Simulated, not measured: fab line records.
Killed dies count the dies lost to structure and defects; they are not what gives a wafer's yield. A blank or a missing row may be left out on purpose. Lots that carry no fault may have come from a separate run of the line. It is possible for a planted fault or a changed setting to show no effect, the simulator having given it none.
Which tool was responsible?    flow rit_cmos    Sampling: 10 lots, 30 wafers, 3 of 202 route steps

== WHAT THE GAUGES SHOWED, per wafer ==
RIT_NWELL_OVL_MEAS_06. Usual: NWELL_OVL -0.9 nm, standard deviation 1.3.
lot   measured     on          NWELL_OVL (nm)        flag
L881  day 1 22:23  overlay-01  -1.5 -1.6 -1.1        
L882  day 2 03:26  overlay-02  -1.6 -1.9 0.5         
L883  day 2 10:23  overlay-02  0.0 1.4 0.0           
L884  day 2 13:24  overlay-02  -2.1 -1.6 -2.3        
L885  day 2 18:41  overlay-01  -0.7 -0.1 -1.1        
L888  day 3 08:29  overlay-02  -153.2 -153.3 -152.7  OFF
L889  day 3 15:17  overlay-02  -151.6 -150.6 -151.8  OFF
L894  day 4 15:10  overlay-01  -0.9 0.5 -0.9         
L897  day 5 06:21  overlay-01  0.0 -1.0 -1.2         
L899  day 5 17:00  overlay-01  -2.2 -1.4 -2.3        

RIT_PWELL_OVL_MEAS_06. Usual: PWELL_OVL -1.1 nm, standard deviation 1.5.
lot   measured     on          PWELL_OVL (nm)  flag
L881  day 1 23:59  overlay-02  -0.2 -1.7 -0.9  
L882  day 2 05:07  overlay-02  1.0 -0.4 -0.7   
L883  day 2 11:56  overlay-01  -0.3 0.4 1.6    
L884  day 2 15:03  overlay-02  -0.8 -0.7 -1.7  
L885  day 2 20:21  overlay-01  -2.4 1.0 -2.9   
L888  day 3 10:10  overlay-02  -2.0 -1.3 -3.1  
L889  day 3 16:58  overlay-01  -0.1 -0.7 -1.6  
L894  day 4 16:51  overlay-02  0.5 1.2 1.0     
L897  day 5 08:02  overlay-01  -2.8 -1.1 -3.4  
L899  day 5 18:40  overlay-01  -2.4 -0.5 -2.2  

== EACH LOT AND THE TOOL THAT RAN IT (in order: tool; ch and the chambers of the sampled wafers; start) ==
lot   RIT_NWELL_EXPOSE_03
L881  iline_stepper-02 ch 0, day 1 21:57
L882  iline_stepper-01 ch 0, day 2 03:00
L883  iline_stepper-02 ch 0, day 2 09:57
L884  iline_stepper-01 ch 0, day 2 12:59
L885  iline_stepper-02 ch 0, day 2 18:15
L888  iline_stepper-02 ch 0, day 3 08:04
L889  iline_stepper-02 ch 0, day 3 14:52
L894  iline_stepper-01 ch 0, day 4 14:44
L897  iline_stepper-01 ch 0, day 5 05:55
L899  iline_stepper-01 ch 0, day 5 16:32
- RIT_NWELL_EXPOSE_03: exposes mask M2, target cd 43900 nm.

== WHAT THE TOOLS THEMSELVES READ (means of the sampled wafers that have a number; where no wafer has one, the mark that the record gives instead) ==
The record holds no such reading with a usual standard deviation.

== THE ANSWER, worked out from the rows above alone ==
Rule: a lot is off if the mean of its wafers that have a number lies more than 3 standard deviations from the usual mean. Also off: a lot with no number at a reading for which 4 or more lots have one. Where the step has rows for the other lots, those lots are counted as sound. After the gauges, taken in route order, come the tools' own readings; for these a lot's mean is taken, as printed above. The first step at which some lot is off is used, and at that step the reading that is off furthest; a lot without a number counts as furthest.
Off: L888, L889, at RIT_NWELL_OVL_MEAS_06 (NWELL_OVL).
A tool fits if, at a process step before that reading, it ran every lot that is off, and no sound lot after the first of them. Those tools and the gauges at RIT_NWELL_OVL_MEAS_06 are tried in the same way. This does not decide it: 2 tools fit, namely iline_stepper-02 at RIT_NWELL_EXPOSE_03 and overlay-02 at RIT_NWELL_OVL_MEAS_06.

== WHAT WAS PUT IN BY THE SIMULATOR ==
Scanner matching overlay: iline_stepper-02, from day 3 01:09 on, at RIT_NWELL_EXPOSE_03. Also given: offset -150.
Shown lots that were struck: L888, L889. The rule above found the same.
